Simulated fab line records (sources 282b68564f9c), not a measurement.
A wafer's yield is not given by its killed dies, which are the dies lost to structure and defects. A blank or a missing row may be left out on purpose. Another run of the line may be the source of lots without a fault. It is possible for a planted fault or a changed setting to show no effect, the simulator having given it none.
fab line records ; flow rit_cmos
record lots=5; wafers=15; last_day=7
route steps=202 shown ACTIVE@2
lots that met no fault: from a run of the same line without faults
start_h: start of the lot's first displayed wafer, in hours after the record's first day ; wait_h: hours from the lot's prior step to this one ; " same as the row above ; L1.1+2: several wafers, shown together as one row ; - value missing, or start not given ; * or withheld: withheld ; < > ~ a bound
route shown NAME@n: names a module that has steps shown in the file, with the first one's number in the route ; usual: mean/standard deviation of fault-free wafers ; same: alike in all rows ; chamber/n: place in a boat ; sites: per-site readings ; _std_site: the standard deviation of these ; _edge_site: mean of outer sites minus mean of inner sites ; radius_mm: for every site, how far away it sits from the centre of the wafer ; mask NAME#n: copy n ; behind: the most recent tool/chamber to have shaped the wafer ; hold: reason for holding the lot/hours on hold/outcome of the hold ; device: whichever transistor did not switch (one of n, p or np) ; end of line: the route-end tests of the same wafers ; for a step that has no rows: nothing shown but its recipe ; killed: dies that structure and defects cost at the first sort, which is not the same as the wafer's yield ; map: the dies of a wafer, with x for killed, . for not killed, _ for no die there
set.NAME: the setting the step ran with; set.NAME@STEP: the setting that earlier step ran with ; model.NAME: the simulator's own value behind a step, which no gauge read
lots at some steps of the route; a table a step, a row a wafer
services: from which hour (start_h, from the record's first day; less than 0 if before it) a tool's chamber was out of use, for how many hours, and why
## steps
# step RIT_ACTIVE_OXIDATION_01
# recipe temp_c=1000; ambient=O2; target_thk_a=468; ox_time_s=3360
# step RIT_ACTIVE_THK_MEAS_02
# recipe reads=SiO2_of_ACTIVE_OXIDATION_01
# usual ACTIVE_OXIDE_THK=46.7/1.2
lot.wafer;tool;chamber;start_h;wait_h;ACTIVE_OXIDE_THK[nm]
L901.2;film_metro-02;-;42.06;0.0;45.6
L901.3;film_metro-02;-;42.06;0.0;45.1
L901.6;film_metro-02;-;42.06;0.0;46.3
L905.2;film_metro-02;-;62.06;0.0;44.7
L905.4;film_metro-02;-;62.06;0.0;44.3
L905.6;film_metro-02;-;62.06;0.0;43.9
L912.3;film_metro-01;-;97.43;0.0;46.2
L912.4;film_metro-01;-;97.43;0.0;47.3
L912.6;film_metro-01;-;97.43;0.0;47.2
L915.2;film_metro-02;-;112.59;0.0;45.9
L915.4;film_metro-02;-;112.59;0.0;47.1
L915.6;film_metro-02;-;112.59;0.0;46.4
L916.1;film_metro-04;-;117.05;0.0;48.7
L916.4;film_metro-04;-;117.05;0.0;48.7
L916.5;film_metro-04;-;117.05;0.0;48.9
# step RIT_ACTIVE_CVD_03
# recipe material=Si3N4; target_thk_nm=150; temp_c=810; precursor=SiH2Cl2/NH3; time_s=1500; pressure_mtorr=300; sih2cl2_flow_sccm=60; nh3_flow_sccm=150
# step RIT_ACTIVE_THK_MEAS_04
# recipe reads=Si3N4_of_ACTIVE_CVD_03
# usual ACTIVE_NITRIDE_THK=149.8/1.3
lot.wafer;tool;chamber;start_h;wait_h;ACTIVE_NITRIDE_THK[nm]
L901.2;film_metro-01;-;43.54;0.0;152.5
L901.3;film_metro-01;-;43.54;0.0;152.5
L901.6;film_metro-01;-;43.54;0.0;151.6
L905.2;film_metro-02;-;63.54;0.0;150.9
L905.4;film_metro-02;-;63.54;0.0;150.0
L905.6;film_metro-02;-;63.54;0.0;149.2
L912.3;film_metro-01;-;98.91;0.0;150.3
L912.4;film_metro-01;-;98.91;0.0;149.5
L912.6;film_metro-01;-;98.91;0.0;149.5
L915.2;film_metro-04;-;114.06;0.0;149.9
L915.4;film_metro-04;-;114.06;0.0;150.6
L915.6;film_metro-04;-;114.06;0.0;150.3
L916.1;film_metro-02;-;118.53;0.0;151.2
L916.4;film_metro-02;-;118.53;0.0;150.8
L916.5;film_metro-02;-;118.53;0.0;150.6
# step RIT_ACTIVE_HMDS_05
# recipe prime_time_s=60; prime_temp_c=140
# step RIT_ACTIVE_COAT_06
# recipe resist=NOVOLAK; spin_rpm=3198; resist_thk_nm=1000
# step RIT_ACTIVE_SOFTBAKE_07
# recipe resist=NOVOLAK; temp_c=90; time_s=60
# step RIT_ACTIVE_EXPOSE_08
# recipe mask_id=M1; na=0.6; source_shape=conventional; sigma_outer=0.6; target_cd_nm=1400; dose_mj=225
# step RIT_ACTIVE_PEB_09
# recipe resist=NOVOLAK; temp_c=withheld; time_s=withheld
# step RIT_ACTIVE_DEVELOP_10
# recipe resist=NOVOLAK; develop_time_s=50; dev_temp_c=23
# step RIT_ACTIVE_CD_MEAS_11
# recipe target_cd_nm=1400
# usual cd_nm=1400.4/2.4
lot.wafer;tool;chamber;start_h;wait_h;cd_nm
L901.2;cd_sem-01;-;44.58;-;1405.6
L901.3;cd_sem-01;-;44.58;-;1400.8
L901.6;cd_sem-01;-;44.58;-;1405.4
L905.2;cd_sem-01;-;64.58;-;1399.7
L905.4;cd_sem-01;-;64.58;-;1398.0
L905.6;cd_sem-01;-;64.58;-;1399.3
L912.3;cd_sem-01;-;99.84;-;1397.0
L912.4;cd_sem-01;-;99.84;-;1400.3
L912.6;cd_sem-01;-;99.84;-;1399.4
L915.2;cd_sem-01;-;115.14;-;1400.8
L915.4;cd_sem-01;-;115.14;-;1401.8
L915.6;cd_sem-01;-;115.14;-;1398.2
L916.1;cd_sem-02;-;119.44;-;1399.7
L916.4;cd_sem-02;-;119.44;-;1399.4
L916.5;cd_sem-02;-;119.44;-;1401.7
# step RIT_ACTIVE_HARDBAKE_12
# recipe resist=NOVOLAK; temp_c=140; time_s=60
# step RIT_ACTIVE_ETCH_13
# recipe stop_on=SiO2; chemistry=SF6; target=Si3N4; time_s=210; over_etch_frac=0.4; SF6_flow_sccm=200; pressure_mtorr=260; rf_w=125; target_depth_a=2100
# usual SF6_flow_sccm=200.0/0.58; drypump_motor_current_A=5.5/0.63; oes_product_au=0.818/0.015; rf_fwd_power_W=124.5/0.41; throttle_valve_pct=7.51/0.098
lot.wafer;tool;chamber;start_h;wait_h;SF6_flow_sccm;drypump_motor_current_A;oes_product_au;rf_fwd_power_W;rf_hours_counter_h;throttle_valve_pct;model.NOVOLAK_of_ACTIVE_COAT_06.thk_nm;model.ACTIVE.feature_depth_nm;model.SiO2_of_ACTIVE_OXIDATION_01.thk_nm
L901.2;rie_diel-02;2;44.83;0.1;200.6;5.0;0.815;123.9;65;7.57;656.8;154.8;43.06
L901.3;rie_diel-02;3;44.83;0.1;200.1;6.5;0.808;124.3;93;7.51;674.4;152.6;45.15
L901.6;rie_diel-02;2;44.83;0.1;200.4;5.0;0.805;124.7;-;7.56;655.3;154;43.79
L905.2;rie_diel-02;1;64.83;0.1;200.2;5.8;0.846;123.6;114;7.40;658;152.4;43.05
L905.4;rie_diel-02;0;64.83;0.1;200.0;5.0;0.819;124.6;5;7.37;668.3;149.9;44.22
L905.6;rie_diel-02;1;64.83;0.1;200.3;5.9;0.830;124.3;-;7.42;663.3;150.9;42.32
L912.3;rie_diel-02;3;100.07;0.1;199.7;6.5;0.810;124.4;93;7.50;670.1;150.2;46.2
L912.4;rie_diel-02;1;100.07;0.1;199.6;5.9;0.837;124.5;114;7.42;657.1;151.1;45.74
L912.6;rie_diel-02;0;100.07;0.1;200.4;5.0;0.826;173.6;-;7.37;574;196.8;0
L915.2;rie_diel-03;2;115.39;0.1;200.2;5.1;0.809;124.5;6;7.65;657.5;151.3;44.45
L915.4;rie_diel-03;1;115.39;0.1;199.2;4.9;0.826;124.8;-;7.56;667;150.9;46.93
L915.6;rie_diel-03;3;115.39;0.1;200.2;6.3;0.818;124.9;-;7.40;660.5;152.2;44.68
L916.1;rie_diel-03;2;119.71;0.1;200.3;5.1;0.807;125.3;6;7.62;653.4;152.6;47.27
L916.4;rie_diel-03;2;119.71;0.1;199.1;5.1;0.805;125.1;-;7.62;652.9;152.1;47.21
L916.5;rie_diel-03;1;119.71;0.1;199.6;5.0;0.827;124.6;-;7.57;666.5;150.8;48.68
# step RIT_ACTIVE_STRIP_14
# recipe chemistry=O2; time_s=180; resist=NOVOLAK; platen_temp_c=withheld; power_w=500; pressure_mtorr=4000; o2_flow_sccm=4000
# usual drypump_motor_current_A=5.6/0.47
lot.wafer;tool;chamber;start_h;wait_h;drypump_motor_current_A;rf_hours_counter_h
L901.2;plasma_asher-03;1;44.97;0.1;6.2;26
L901.3;plasma_asher-03;0;44.97;0.1;5.9;-
L901.6;plasma_asher-03;1;44.97;0.1;6.2;-
L905.2;plasma_asher-03;1;64.97;0.1;6.2;29
L905.4;plasma_asher-03;0;64.97;0.1;5.9;-
L905.6;plasma_asher-03;1;64.97;0.1;6.2;-
L912.3;plasma_asher-01;1;100.26;0.1;5.3;-
L912.4;plasma_asher-01;0;100.26;0.1;5.1;-
L912.6;plasma_asher-01;1;100.26;0.1;5.3;-
L915.2;plasma_asher-03;1;115.52;0.1;6.2;34
L915.4;plasma_asher-03;0;115.52;0.1;5.9;-
L915.6;plasma_asher-03;0;115.52;0.1;5.9;-
L916.1;plasma_asher-03;0;119.84;0.1;5.9;34
L916.4;plasma_asher-03;0;119.84;0.1;5.9;-
L916.5;plasma_asher-03;1;119.84;0.1;6.2;-
## services
tool;chamber;start_h;hours;kind
plasma_asher-01;-;71.10;1.1;repair
rie_diel-03;0;115.00;11.6;repair
## key
first_sign step=RIT_ACTIVE_ETCH_13; reading=rf_fwd_power_W; direction=up; sigmas=99+; usual=124.5; struck=173.6
effect none on later readings
model_effect step=RIT_ACTIVE_ETCH_13; value=NOVOLAK_of_ACTIVE_COAT_06.thk_nm; without=664.7; struck=574
met_at RIT_ACTIVE_ETCH_13
struck_wafers L912.6
later_rows_left_out L912.6
sort_left_out L912.6
tester_left_out L912
onset_between 64.83 100.07
fault kind=process_parameter_drift; tool=rie_diel-02; chamber=0; onset_h=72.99; steps=RIT_ACTIVE_ETCH_13; channel=rf_w; offset=50; shape=step; end_h=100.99; acts_in=these_recipes_only; stated=125
# tester_left_out: of these lots the tester's yield and bins aren't shown, on N5 and GAA mostly nor the transistor test; their killed dies are dies lost to structure and defects alone, not to doping, threshold or leakage, so they don't give the yield
# sort_left_out: the simulated sort isn't trusted on such a fault, so these wafers' sort isn't shown, and their yield isn't known
# later_rows_left_out: the simulator's readings of these wafers behind a module that went badly wrong aren't trusted and aren't shown, but for the sort
